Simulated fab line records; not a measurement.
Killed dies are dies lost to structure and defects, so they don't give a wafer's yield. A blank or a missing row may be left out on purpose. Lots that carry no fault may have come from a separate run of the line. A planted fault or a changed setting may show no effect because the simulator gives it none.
What tool caused it?	flow berkeleyCmos170	14 lots, 38 wafers sampled, at 6 steps of a route of 331

WHAT THE GAUGES READ, wafer by wafer
UCB170_PFIELD_OVL_MEAS_06.
lot	measured	on	PFIELD_OVL (nm)
L584	day 4 12:25	overlay-02	-2 2 4
L583	day 4 12:30	overlay-01	8 4 -2
L588	day 5 07:49	overlay-01	3 -3 -1
L589	day 5 17:28	overlay-01	10 3 2
L591	day 6 10:23	overlay-02	0 -8 -1
L592	day 6 16:26	overlay-02	2 2 5
L594	day 7 01:32	overlay-01	1 -5 -9
L595	day 7 01:48	overlay-02	0 4 4
L597	day 7 20:10	overlay-01	6 3 2
L596	day 7 20:11	overlay-02	-4
L598	day 7 20:26	overlay-02	6 0 5
L599	day 8 02:29	overlay-01	3 0 -7
L602	day 8 15:43	overlay-02	8
L600	day 8 16:14	overlay-01	2 0 -5

UCB170_NLDD_OVL_MEAS_07.
lot	measured	on	NLDD_OVL (nm)
L584	day 6 18:10	overlay-02	-2 -7 -10
L583	day 6 17:55	overlay-01	-10 4 -6
L588	day 7 11:46	overlay-01	-10 5 -1
L589	day 7 17:10	overlay-01	-1 -14 1
L591	day 8 14:38	overlay-02	7 0 4
L592	day 8 20:21	overlay-01	-6 -5 1
L594	day 9 02:16	overlay-02	-4 -2 1
L595	day 9 02:05	overlay-02	-8 -6 -9
L597	day 9 18:00	overlay-01	-14 -5 -6
L596	day 9 18:09	overlay-02	6
L598	day 9 17:02	overlay-02	-8 -2 -2
L599	day 9 17:19	overlay-01	-2 -4 -7
L602	day 10 10:41	overlay-02	-12
L600	day 10 10:56	overlay-02	-5 -10 -8

UCB170_NSD_CD_MEAS_06 targets a cd of 1200 nm.
lot	measured	on	cdNm (nm)
L584	day 7 04:35	cdSem-01	1199.8 1200.2 1199.8
L583	day 7 03:52	cdSem-01	1201.0 1202.5 1201.6
L588	day 7 19:22	cdSem-01	1201.3 1201.7 1201.2
L589	day 8 03:18	cdSem-02	1199.9 1200.6 1199.5
L591	day 8 22:51	cdSem-02	1201.3 1202.1 1200.2
L592	day 9 03:21	cdSem-02	1203.4 1200.7 1201.8
L594	day 9 08:17	cdSem-02	1199.9 1199.9 1198.1
L595	day 9 08:41	cdSem-01	1203.3 1203.0 1203.0
L597	day 10 00:25	cdSem-02	1199.2 1200.6 1200.4
L596	day 10 00:48	cdSem-02	1202.1
L598	day 10 00:10	cdSem-01	1198.7 1198.5 1197.9
L599	day 10 00:25	cdSem-01	1200.4 1200.3 1200.6
L602	day 10 20:01	cdSem-02	1202.7
L600	day 10 19:41	cdSem-01	1200.7 1200.6 1200.8

UCB170_M1_RS_MEAS_01: measurement is done with a four-point probe.
lot	measured	on	M1_AL_RS (ohm/sq)
L584	day 7 14:32	filmMetro-02	0.0463 0.0468 0.0462
L583	day 7 13:32	filmMetro-04	0.0468 0.0463 0.0466
L588	day 8 02:25	filmMetro-02	0.0456 0.0463 0.0457
L589	day 8 10:42	filmMetro-02	0.0471 0.0476 0.0473
L591	day 9 06:39	filmMetro-03	0.0466 0.0461 0.0466
L592	day 9 12:49	filmMetro-03	0.0469 0.0466 0.0465
L594	day 9 19:13	filmMetro-03	0.0468 0.0461 0.0461
L595	day 9 20:11	filmMetro-02	0.0458 0.0469 0.0467
L597	day 10 08:48	filmMetro-02	0.0468 0.0460 0.0468
L596	day 10 09:46	filmMetro-03	0.1312 0.1315
L598	day 10 09:11	filmMetro-02	0.0454 0.0460 0.0463
L599	day 10 09:10	filmMetro-03	0.0468 0.0467 0.0470
L602	day 11 04:31	filmMetro-04	0.1303 0.1304
L600	day 11 03:21	filmMetro-02	0.0469 0.0466 0.0470

UCB170_M1_THK_MEAS_02: measures by xrf.
lot	measured	on	M1_AL_THK (nm)
L584	day 7 14:40	filmMetro-02	622 615 622
L583	day 7 13:40	filmMetro-04	620 625 617
L588	day 8 02:31	filmMetro-02	632 623 628
L589	day 8 10:49	filmMetro-02	610 603 609
L591	day 9 06:45	filmMetro-03	622 627 627
L592	day 9 12:56	filmMetro-03	620 622 619
L594	day 9 19:20	filmMetro-03	621 627 629
L595	day 9 20:18	filmMetro-02	629 615 620
L597	day 10 08:55	filmMetro-02	616 625 611
L596	day 10 13:31	filmMetro-03	226 228
L598	day 10 09:18	filmMetro-02	630 626 620
L599	day 10 09:17	filmMetro-03	619 618 616
L602	day 11 06:48	filmMetro-04	227 228
L600	day 11 03:28	filmMetro-02	616 619 617

TOOL THAT RAN EACH LOT (tool first, then ch and the chambers of the sampled wafers, then the start)
lot	UCB170_M1_SPUTTER_00
L584	pvdSputter-03, day 7 14:28
L583	pvdSputter-04, day 7 13:28
L588	pvdSputter-04, day 8 02:19
L589	pvdSputter-01, day 8 10:38
L591	pvdSputter-03, day 9 06:33
L592	pvdSputter-03, day 9 12:44
L594	pvdSputter-01, day 9 19:09
L595	pvdSputter-04, day 9 20:07
L597	pvdSputter-04, day 10 08:44
L596	pvdSputter-04, day 10 09:40
L598	pvdSputter-01, day 10 09:07
L599	pvdSputter-03, day 10 09:07
L602	pvdSputter-04, day 11 04:23
L600	pvdSputter-03, day 11 03:16
- UCB170_M1_SPUTTER_00: material Al, target thk 600 nm, time 80 s.

AS READ BY THE TOOLS THEMSELVES (means over the sampled wafers that have a number; for cases with no such wafer, the mark the record gives instead)
UCB170_M1_SPUTTER_00.
lot	tool	throttleValvePct (%)
L584	pvdSputter-03	30.3
L583	pvdSputter-04	28.6
L588	pvdSputter-04	29.1
L589	pvdSputter-01	30.8
L591	pvdSputter-03	30.1
L592	pvdSputter-03	30.0
L594	pvdSputter-01	30.8
L595	pvdSputter-04	29.0
L597	pvdSputter-04	29.2
L596	pvdSputter-04	28.3
L598	pvdSputter-01	30.5
L599	pvdSputter-03	30.1
L602	pvdSputter-04	28.8
L600	pvdSputter-03	30.1

THE ANSWER, worked out from the rows above alone
Rule: usual is defined by the lots themselves. Put in order of their means at a reading, lots are off if they are a third of the lots or fewer, leave a main group of 4 or more, and stand apart from it by a gap of 3 or more times the standard deviation of the main group's means; of several such gaps the widest counts. A main group whose means are all the same, to the digits that the tables above print for the reading, isn't used. A lot without any number at a reading at which 4 lots or more have one is off too. The other lots that the step has rows for count as sound. Order of review: gauges by route order, followed by the tools' own readings, for which a lot's mean as printed above is used. The first step at which some lot is off is used, and at that step the reading that is off furthest; a lot without a number counts as furthest.
Off: at UCB170_M1_RS_MEAS_01 (M1_AL_RS), L596, L602. Mean 0.0465 ohm/sq and standard deviation 0.00038 in the main group.
If a tool, at a process step before that reading, ran all the lots that are off and no sound lot after the first of them, it fits. Those tools and the gauges at UCB170_M1_RS_MEAS_01 are tried in the same way. One fits: UCB170_M1_SPUTTER_00 on pvdSputter-04. Its last sound lot is L597 (day 10 08:44), its first lot that is off L596 (day 10 09:40): a fault that began between those two fits.

WHAT THE SIMULATOR PUT IN
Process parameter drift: pvdSputter-04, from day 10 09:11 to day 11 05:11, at UCB170_M1_SPUTTER_00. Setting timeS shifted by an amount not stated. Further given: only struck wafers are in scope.
Shown lots that were struck: L596, L602. The rule above reached the same finding.
